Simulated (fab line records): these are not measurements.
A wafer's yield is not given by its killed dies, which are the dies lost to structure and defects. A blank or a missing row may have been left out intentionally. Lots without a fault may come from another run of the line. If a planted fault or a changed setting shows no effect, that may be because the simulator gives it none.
fab line records    flow rit_cmos
record: lots: 7  wafers: 21  last_day: 7
route steps=202 shown NWELL@38 PWELL@39 WELLDRIVE@50 NRETRO@53 M1@202
lots untouched by any fault: they come from a run of this same line in which no faults occurred
start_h: start of the lot's first displayed wafer, in hours after the record's first day    wait_h: hours from the lot's prior step to this one    " repeats the value in the row above    L1.1+2: several wafers, shown together as one row    - no value present, or no start provided    * or withheld: withheld    < > ~ a bound
route shown NAME@n: NAME is a module with steps in the file, n the number in the route of the first one    usual: mean/standard deviation of fault-free wafers    same: alike in all rows    chamber/n: place in a boat    sites: per-site readings    _std_site: the values' standard deviation    _edge_site: inner sites' mean taken away from outer sites' mean    radius_mm: for every site, how far away it sits from the centre of the wafer    mask NAME#n: copy n    behind: the most recent tool/chamber to have shaped the wafer    hold: what put the lot on hold/how long, in hours/how the hold closed    device: which transistor (n, p or np) failed to switch    end of line: tests of these same wafers at the route's end    a step given without rows: its recipe and nothing more    killed: dies that structure and defects cost at the first sort, which is not the same as the wafer's yield    map: a wafer's dies, x killed, . not, _ none there
set.NAME: setting as actually run; set.NAME@STEP: the setting as run at that earlier step    model.NAME: the simulator's own value behind a step, which no gauge read
lots at some steps of the route; a table a step, a row a wafer
services: from which hour (start_h, from the record's first day; less than 0 if before it) a tool's chamber was out of use, for how many hours, and why
== steps ==
step: RIT_NWELL_TW_MEAS_10
usual: NWELL_TW: 2141/18
lot.wafer  tool           chamber  start_h  wait_h  NWELL_TW
L923.1     film_metro-04  -        40.15    0.1     2128
L923.4     "              -        "        "       2129
L923.6     "              -        "        "       2128
L924.3     film_metro-04  -        46.68    0.1     2141
L924.4     "              -        "        "       2139
L924.6     "              -        "        "       2141
L928.3     film_metro-02  -        62.88    0.1     2144
L928.4     "              -        "        "       2165
L928.5     "              -        "        "       2156
L929.2     film_metro-02  -        69.23    0.1     2159
L929.5     "              -        "        "       2160
L929.6     "              -        "        "       2164
L930.1     film_metro-02  -        73.80    0.1     2166
L930.2     "              -        "        "       2159
L930.6     "              -        "        "       2161
L938.1     film_metro-01  -        119.41   0.1     2104
L938.2     "              -        "        "       2111
L938.6     "              -        "        "       2120
L939.2     film_metro-02  -        123.25   0.1     2152
L939.4     "              -        "        "       2164
L939.6     "              -        "        "       2162
step: RIT_PWELL_HMDS_00
recipe: prime_time_s: 60  prime_temp_c: 140
step: RIT_PWELL_COAT_01
recipe: resist: NOVOLAK  spin_rpm: 2000  resist_thk_nm: 1300
step: RIT_PWELL_SOFTBAKE_02
recipe: resist: NOVOLAK  temp_c: 90  time_s: 60
step: RIT_PWELL_EXPOSE_03
recipe: mask_id: M3  na: 0.57  target_cd_nm: 43700  dose_mj: 250
step: RIT_PWELL_PEB_04
recipe: resist: NOVOLAK  temp_c: withheld  time_s: withheld
step: RIT_PWELL_DEVELOP_05
recipe: resist: NOVOLAK  develop_time_s: 68  dev_temp_c: 23
step: RIT_PWELL_OVL_MEAS_06
usual: PWELL_OVL: 0.8/1.3
lot.wafer  tool        chamber  start_h  wait_h  PWELL_OVL[nm]
L923.1     overlay-02  -        41.21    -       -0.1
L923.4     "           -        "        "       -0.7
L923.6     "           -        "        "       -0.9
L924.3     overlay-02  -        47.62    -       0.3
L924.4     "           -        "        "       -0.5
L924.6     "           -        "        "       -0.4
L928.3     overlay-01  -        63.94    -       2.1
L928.4     "           -        "        "       4.0
L928.5     "           -        "        "       1.7
L929.2     overlay-02  -        70.31    -       -0.3
L929.5     "           -        "        "       0.8
L929.6     "           -        "        "       -0.4
L930.1     overlay-02  -        74.74    -       2.2
L930.2     "           -        "        "       1.6
L930.6     "           -        "        "       2.5
L938.1     overlay-01  -        120.47   -       -0.3
L938.2     "           -        "        "       -0.4
L938.6     "           -        "        "       -0.7
L939.2     overlay-01  -        124.31   -       3.3
L939.4     "           -        "        "       1.0
L939.6     "           -        "        "       1.0
step: RIT_PWELL_HARDBAKE_07
recipe: resist: NOVOLAK  temp_c: 140  time_s: 120
step: RIT_PWELL_IMPLANT_08
recipe: species: B  energy_kev: 167  dose_cm2: 7e+13  tilt_deg: 7
step: RIT_PWELL_STRIP_09
recipe: chemistry: O2  time_s: 180  resist: NOVOLAK  platen_temp_c: withheld  power_w: 500  pressure_mtorr: 4000  o2_flow_sccm: 4000
usual: drypump_motor_current_A: 5.3/0.31
same: time_s: 180
lot.wafer  tool             chamber  start_h  wait_h  drypump_motor_current_A  rf_hours_counter_h
L923.1     plasma_asher-03  0        41.65    0.1     5.9                      23
L923.4     "                0        "        "       5.9                      -
L923.6     "                0        "        "       5.9                      -
L924.3     plasma_asher-02  0        48.10    0.1     5.3                      -
L924.4     "                1        "        "       5.3                      -
L924.6     "                1        "        "       5.3                      -
L928.3     plasma_asher-01  0        64.51    0.1     5.0                      -
L928.4     "                1        "        "       4.9                      -
L928.5     "                1        "        "       4.9                      -
L929.2     plasma_asher-02  1        70.90    0.1     5.4                      46
L929.5     "                0        "        "       5.3                      -
L929.6     "                1        "        "       5.4                      -
L930.1     plasma_asher-02  0        75.18    0.1     5.3                      46
L930.2     "                1        "        "       5.3                      46
L930.6     "                1        "        "       5.3                      -
L938.1     plasma_asher-02  1        120.91   0.1     5.3                      51
L938.2     "                0        "        "       5.3                      51
L938.6     "                1        "        "       5.3                      -
L939.2     plasma_asher-01  0        124.85   0.1     5.0                      46
L939.4     "                0        "        "       5.0                      -
L939.6     "                0        "        "       5.0                      -
step: RIT_PWELL_TW_MEAS_10
usual: PWELL_TW: 949/7.4
lot.wafer  tool           chamber  start_h  wait_h  PWELL_TW
L923.1     film_metro-02  -        41.82    0.1     952
L923.4     "              -        "        "       950
L923.6     "              -        "        "       949
L924.3     film_metro-01  -        48.24    0.1     937
L924.4     "              -        "        "       939
L924.6     "              -        "        "       946
L928.3     film_metro-02  -        64.64    0.1     961
L928.4     "              -        "        "       958
L928.5     "              -        "        "       960
L929.2     film_metro-02  -        71.09    0.1     958
L929.5     "              -        "        "       956
L929.6     "              -        "        "       955
L930.1     film_metro-01  -        75.35    0.1     948
L930.2     "              -        "        "       948
L930.6     "              -        "        "       945
L938.1     film_metro-01  -        121.08   0.1     951
L938.2     "              -        "        "       953
L938.6     "              -        "        "       950
L939.2     film_metro-01  -        125.04   0.1     946
L939.4     "              -        "        "       944
L939.6     "              -        "        "       944
step: RIT_WELLDRIVE_ANNEAL_00
recipe: temp_c: 1100  time_s: 14700  ambient: N2
usual: run_length_s: 18269/6.9  zone_power_source_pct: 40.4/2.2
lot.wafer  tool        chamber  start_h  wait_h  run_length_s  zone_power_source_pct
L923.1     furnace-04  0        43.32    1.5     18264         38.1
L923.4     "           0        "        "       18264         38.4
L923.6     "           0        "        "       18264         38.1
L924.3     furnace-04  0        48.65    0.4     18270         38.9
L924.4     "           0        "        "       18270         38.3
L924.6     "           0        "        "       18270         38.2
L928.3     furnace-04  0        64.68    0.0     12401         38.9
L928.4     "           0        "        "       12401         37.7
L928.5     "           0        "        "       12401         38.3
L929.2     furnace-04  0        71.14    0.0     12385         38.1
L929.5     "           0        "        "       12385         38.6
L929.6     "           0        "        "       12385         37.9
L930.1     furnace-04  0        77.79    2.4     12385         38.4
L930.2     "           0        "        "       12385         38.8
L930.6     "           0        "        "       12385         39.3
L938.1     furnace-03  0        122.99   1.9     18252         42.1
L938.2     "           0        "        "       18252         41.4
L938.6     "           0        "        "       18252         42.4
L939.2     furnace-01  0        126.17   1.1     18267         42.9
L939.4     "           0        "        "       18267         42.9
L939.6     "           0        "        "       18267         43.3
step: RIT_WELLDRIVE_RS_MEAS_01
recipe: thk_meas_gauge: four-point-probe
usual: NWELL_RS: 275.7/0.8
lot.wafer  tool           chamber  start_h  wait_h  NWELL_RS[ohm/sq]
L923.1     film_metro-02  -        48.40    0.0     275.6
L923.4     "              -        "        "       275.9
L923.6     "              -        "        "       275.6
L924.3     film_metro-04  -        53.78    0.0     274.7
L924.4     "              -        "        "       275.5
L924.6     "              -        "        "       275.2
L928.3     film_metro-04  -        69.81    1.7     302.1
L928.4     "              -        "        "       301.4
L928.5     "              -        "        "       301.8
L929.2     film_metro-04  -        76.24    1.7     301.0
L929.5     "              -        "        "       301.9
L929.6     "              -        "        "       301.3
L930.1     film_metro-01  -        82.87    1.6     301.1
L930.2     "              -        "        "       300.9
L930.6     "              -        "        "       299.9
L938.1     film_metro-04  -        128.07   0.0     276.5
L938.2     "              -        "        "       277.0
L938.6     "              -        "        "       276.3
L939.2     film_metro-01  -        131.27   0.0     275.8
L939.4     "              -        "        "       275.4
L939.6     "              -        "        "       275.9
step: RIT_WELLDRIVE_RS_MEAS_02
recipe: thk_meas_gauge: four-point-probe
usual: PWELL_RS: 430.9/1.3
lot.wafer  tool           chamber  start_h  wait_h  PWELL_RS[ohm/sq]
L923.1     film_metro-02  -        48.52    0.1     431.9
L923.4     "              -        "        "       432.3
L923.6     "              -        "        "       431.3
L924.3     film_metro-04  -        53.90    0.1     432.1
L924.4     "              -        "        "       432.1
L924.6     "              -        "        "       431.5
L928.3     film_metro-04  -        69.93    0.1     456.5
L928.4     "              -        "        "       456.7
L928.5     "              -        "        "       457.0
L929.2     film_metro-04  -        76.36    0.1     456.5
L929.5     "              -        "        "       456.7
L929.6     "              -        "        "       455.7
L930.1     film_metro-01  -        82.99    0.1     453.6
L930.2     "              -        "        "       454.7
L930.6     "              -        "        "       455.6
L938.1     film_metro-04  -        128.19   0.1     431.0
L938.2     "              -        "        "       429.0
L938.6     "              -        "        "       429.2
L939.2     film_metro-01  -        131.39   0.1     430.9
L939.4     "              -        "        "       431.5
L939.6     "              -        "        "       430.1
step: RIT_NRETRO_HMDS_00
recipe: prime_time_s: 60  prime_temp_c: 140
step: RIT_M1_PROBE_99
usual: killed_at_contacts: 0.1/0.25  killed_at_front_end: 7/3.2  killed_dies: 7/3.2  killed_open: 3.5/2.2  killed_short: 3.6/2.1
same: gross_dies: 264  killed_at_M0_to_M3: 0  killed_at_M4_up: 0  killed_at_back_side: 0  killed_at_other: 0
lot.wafer  tool       chamber  start_h  wait_h  killed_at_contacts  killed_at_front_end  killed_dies  killed_open  killed_short
L929.2     prober-01  -        114.58   0.1     0                   10                   10           5            5
L929.5     prober-01  -        114.73   0.2     0                   5                    5            2            3
L929.6     prober-01  -        114.78   0.2     0                   6                    6            5            1
killed by level:class
L929.2 REOX:geometric_particle:short=4 FOX1:geometric_particle:open=2 FOX2:geometric_particle:open=1 GATE:geometric_particle:short=1 REOX:geometric_particle:open=1 SPACER:geometric_particle:open=1
L929.5 FOX1:geometric_particle:open=2 SPACER:geometric_particle:short=2 FOX2:geometric_particle:short=1
L929.6 REOX:geometric_particle:open=2 SPACER:geometric_particle:open=2 FOX1:geometric_particle:short=1 FOX1:geometric_particle:open=1
== services ==
tool             chamber  start_h  hours  kind
furnace-04       -        19.27    4.0    pm
furnace-01       -        20.56    2.9    pm
furnace-01       -        23.43    3.4    pm
plasma_asher-03  -        69.14    3.4    repair
plasma_asher-03  -        121.61   15.6   pm
== key ==
first_sign: step: RIT_WELLDRIVE_ANNEAL_00  reading: run_length_s  direction: down  sigmas: 99+  usual: *  struck: *
effect: step: RIT_WELLDRIVE_RS_MEAS_01  reading: NWELL_RS  direction: up  sigmas: 32  usual: 275.7  struck: 301.3
effect: step: RIT_WELLDRIVE_RS_MEAS_02  reading: PWELL_RS  direction: up  sigmas: 19  usual: 430.9  struck: 455.9
met_at RIT_WELLDRIVE_ANNEAL_00
struck_wafers L928.3,L928.4,L928.5,L929.2,L929.5,L929.6,L930.1,L930.2,L930.6
tester_left_out L928,L929,L930
fault: kind: process_parameter_drift  tool: furnace-04  chamber: -  onset_h: 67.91  steps: RIT_WELLDRIVE_ANNEAL_00  channel: time_s  offset: *  shape: step  end_h: 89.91  acts_in: *  stated: *
tester_left_out: of these lots the tester's yield and bins aren't shown, on N5 and GAA mostly nor the transistor test; their killed dies are dies lost to structure and defects alone, not to doping, threshold or leakage, so they don't give the yield
